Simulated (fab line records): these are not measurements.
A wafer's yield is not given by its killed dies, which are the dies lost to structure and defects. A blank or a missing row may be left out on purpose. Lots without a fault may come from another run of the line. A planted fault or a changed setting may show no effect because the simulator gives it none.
What tool caused it? ; flow rit cmos ; Sampling: 14 lots, 42 wafers, 6 of 202 route steps

WHAT THE GAUGES READ, wafer by wafer
RIT_GATE_THK_MEAS_09.
lot;measured;on;GATE_POLY_THK (nm)
L165;day 2 12:23;film metro-03;250.3 250.9 249.2
L166;day 2 16:42;film metro-04;250.9 249.8 249.7
L167;day 3 04:20;film metro-01;248.2 248.1 247.4
L169;day 3 12:46;film metro-01;252.2 248.7 251.7
L171;day 3 19:45;film metro-03;252.4 253.1 253.5
L172;day 4 05:17;film metro-01;250.3 251.3 250.0
L175;day 4 18:28;film metro-01;249.5 252.5 251.0
L177;day 5 02:56;film metro-01;254.9 253.3 252.8
L178;day 5 08:35;film metro-03;249.0 249.4 250.3
L181;day 5 21:34;film metro-01;252.2 252.0 252.4
L182;day 6 02:59;film metro-03;250.2 249.7 249.0
L185;day 6 15:43;film metro-01;254.5 255.9 255.4
L187;day 7 02:41;film metro-03;252.4 253.0 251.4
L188;day 7 11:01;film metro-01;248.7 251.8 248.2

RIT_NSD_TW_MEAS_10.
lot;measured;on;NSD_TW
L165;day 3 01:34;film metro-04;3137 3147 3140
L166;day 3 05:39;film metro-04;3153 3146 3147
L167;day 3 16:22;film metro-03;3084 3110 3093
L169;day 4 03:35;film metro-02;3130 3129 3134
L171;day 4 07:48;film metro-03;3099 3094 3082
L172;day 4 16:59;film metro-03;3088 3079 3096
L175;day 5 08:42;film metro-02;3124 3130 3103
L177;day 5 15:28;film metro-04;3363 3346 3360 3334 3349 3364
L178;day 5 20:49;film metro-03;3111 3125 3112
L181;day 6 09:23;film metro-04;3356 3364 3343 3352 3354 3362
L182;day 6 15:32;film metro-04;3122 3116 3121
L185;day 7 05:28;film metro-04;3126 3126 3135
L187;day 7 16:26;film metro-02;3103 3112 3109
L188;day 7 22:36;film metro-04;3154 3149 3133

RIT_SDANNEAL_RS_MEAS_05: measurement is done with a four-point probe.
lot;measured;on;NSD_RS (ohm/sq)
L165;day 3 03:36;film metro-04;84.59 84.51 84.40
L166;day 3 07:48;film metro-03;84.02 84.49 84.42
L167;day 3 18:35;film metro-03;84.63 84.87 84.83
L169;day 4 06:00;film metro-04;84.48 84.67 84.56
L171;day 4 10:00;film metro-02;84.00 84.23 84.05
L172;day 4 19:02;film metro-04;84.69 84.97 84.73
L175;day 5 10:59;film metro-03;84.15 84.27 84.36
L177;day 6 03:11;film metro-03;64.51 64.46 64.60 64.56 64.41 64.50
L178;day 5 23:02;film metro-02;84.57 84.42 84.72
L181;day 6 15:30;film metro-03;64.24 64.58 64.64 64.45 64.73 64.64
L182;day 6 17:44;film metro-03;85.04 84.77 85.04
L185;day 7 07:31;film metro-02;84.45 84.48 84.37
L187;day 7 18:37;film metro-02;83.99 84.52 84.41
L188;day 8 01:08;film metro-03;84.28 84.62 84.57

RIT_M1_BOW_MEAS_16.
lot;measured;on;M1_BOW (um)
L165;day 3 12:34;film metro-03;18 10 12
L166;day 3 15:14;film metro-04;1 17 29
L167;day 4 02:13;film metro-04;11 12 24
L169;day 4 13:11;film metro-04;11 13 14
L171;day 4 17:09;film metro-04;22 18 16
L172;day 5 02:33;film metro-02;15 19 27
L175;day 5 18:04;film metro-04;13 22 22
L178;day 6 06:17;film metro-03;33 7 18
L182;day 7 01:53;film metro-02;20 18 11
L185;day 7 14:53;film metro-04;15 18 24
L187;day 8 02:50;film metro-04;10 22 21
L188;day 8 08:07;film metro-03;17 16 22

WHAT TOOL EACH LOT RAN ON (gives the tool, then ch and the chambers of the sampled wafers, and finally the start)
lot;RIT_NSD_IMPLANT_08;RIT_CONTACT_ETCH_11
L165;implanter-02 ch 0, day 3 01:16;rie diel-01 ch 0,1, day 3 05:58
L166;implanter-02 ch 0, day 3 05:19;rie diel-03 ch 0,1,2, day 3 10:04
L167;implanter-03 ch 0, day 3 16:03;rie diel-03 ch 0,2,3, day 3 21:05
L169;implanter-04 ch 0, day 4 03:19;rie diel-02 ch 0,2,3, day 4 08:15
L171;implanter-02 ch 0, day 4 07:31;rie diel-01 ch 0,1,3, day 4 12:18
L172;implanter-02 ch 0, day 4 16:40;rie diel-02 ch 0,1,3, day 4 21:17
L175;implanter-02 ch 0, day 5 08:25;rie diel-03 ch 0,1, day 5 13:11
L177;implanter-02 ch 0, day 5 15:09;-
L178;implanter-03 ch 0, day 5 20:29;rie diel-01 ch 0,3, day 6 01:34
L181;implanter-02 ch 0, day 6 09:04;-
L182;implanter-04 ch 0, day 6 15:13;rie diel-02 ch 2,3, day 6 20:05
L185;implanter-04 ch 0, day 7 05:10;rie diel-02 ch 2,3, day 7 10:01
L187;implanter-04 ch 0, day 7 16:06;rie diel-02 ch 0,2, day 7 20:56
L188;implanter-04 ch 0, day 7 22:17;rie diel-01 ch 0,2,3, day 8 03:22
- RIT_NSD_IMPLANT_08
- RIT_CONTACT_ETCH_11: etches SiO2 in CHF3/CF4/Ar, stops on TiSi2, target depth 480 nm, time 320 s.

AS READ BY THE TOOLS THEMSELVES (means over the sampled wafers that have a number; for cases with no such wafer, the mark the record gives instead)
RIT_NSD_IMPLANT_08.
lot;tool;beam on s (s);faraday current uA
L165;implanter-02;9.93;3161
L166;implanter-02;9.98;3137
L167;implanter-03;10.03;3119
L169;implanter-04;9.93;3158
L171;implanter-02;10.05;3114
L172;implanter-02;9.94;3142
L175;implanter-02;10.10;3104
L177;implanter-02;14.27;2199
L178;implanter-03;9.95;3149
L181;implanter-02;14.11;2217
L182;implanter-04;10.12;3093
L185;implanter-04;10.14;3091
L187;implanter-04;9.87;3177
L188;implanter-04;9.91;3165

RIT_CONTACT_ETCH_11.
lot;tool;drypump motor current A (A);oes product au (a.u.);throttle valve pct (%)
L165;rie diel-01;5.6;0.982;9.05
L166;rie diel-03;5.8;1.013;8.71
L167;rie diel-03;5.8;1.001;8.71
L169;rie diel-02;5.9;0.982;8.88
L171;rie diel-01;5.5;0.985;9.08
L172;rie diel-02;6.0;0.981;8.81
L175;rie diel-03;5.4;1.008;8.72
L178;rie diel-01;5.6;0.977;9.15
L182;rie diel-02;5.7;0.968;8.96
L185;rie diel-02;5.8;0.971;8.96
L187;rie diel-02;6.0;0.997;8.80
L188;rie diel-01;5.7;0.990;9.05

THE ANSWER, worked out from the rows above alone
Rule: the usual values come from the lots themselves. The widest of any qualifying gaps counts: lots, ordered by their means at a reading, are off when they make up no more than a third of the lots, leave a main group of 4 or more, and stand apart from it by 3 or more times the standard deviation of that group's means. If all means in a main group match to the digits the tables above print for the reading, that group is not used. A lot without any number at a reading at which 4 lots or more have one is off too. Where the step has rows for the other lots, those lots are counted as sound. The gauges are gone through in route order, then the tools' own readings, and for those a lot's mean is taken as printed above. At the first step where some lot is off, the reading lying furthest off is the one used; lots without a number count as furthest.
Off: L177, L181, seen at RIT_NSD_TW_MEAS_10 (NSD_TW). The main group has a mean of 3119 with a standard deviation of 20.
If a tool, at a process step before that reading, ran all the lots that are off and no sound lot after the first of them, it fits. The gauges at RIT_NSD_TW_MEAS_10 aren't tried: what is off there is off at RIT_SDANNEAL_RS_MEAS_05 too, on other tools, and a gauge's error can't cause that. One fits: implanter-02 at RIT_NSD_IMPLANT_08. Its last sound lot is L175 (day 5 08:25), its first lot that is off L177 (day 5 15:09): a fault that began between those two fits.
The tool's own readings at RIT_NSD_IMPLANT_08 bear it out: on the lots that are off they differ by more than 5 times the standard deviation of the sound lots' means. beam on s reads 14.19 s there against 10.00 s on the sound lots; faraday current uA reads 2208 there against 3134 on the sound lots.

WHAT HAD BEEN PUT IN BY THE SIMULATOR
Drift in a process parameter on implanter-02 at RIT_NSD_IMPLANT_08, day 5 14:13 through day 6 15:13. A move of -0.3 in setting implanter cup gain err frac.
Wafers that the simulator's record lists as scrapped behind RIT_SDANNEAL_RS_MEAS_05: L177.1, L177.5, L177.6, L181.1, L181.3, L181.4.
Lots struck among those shown: L177, L181. The rule above reached the same finding.
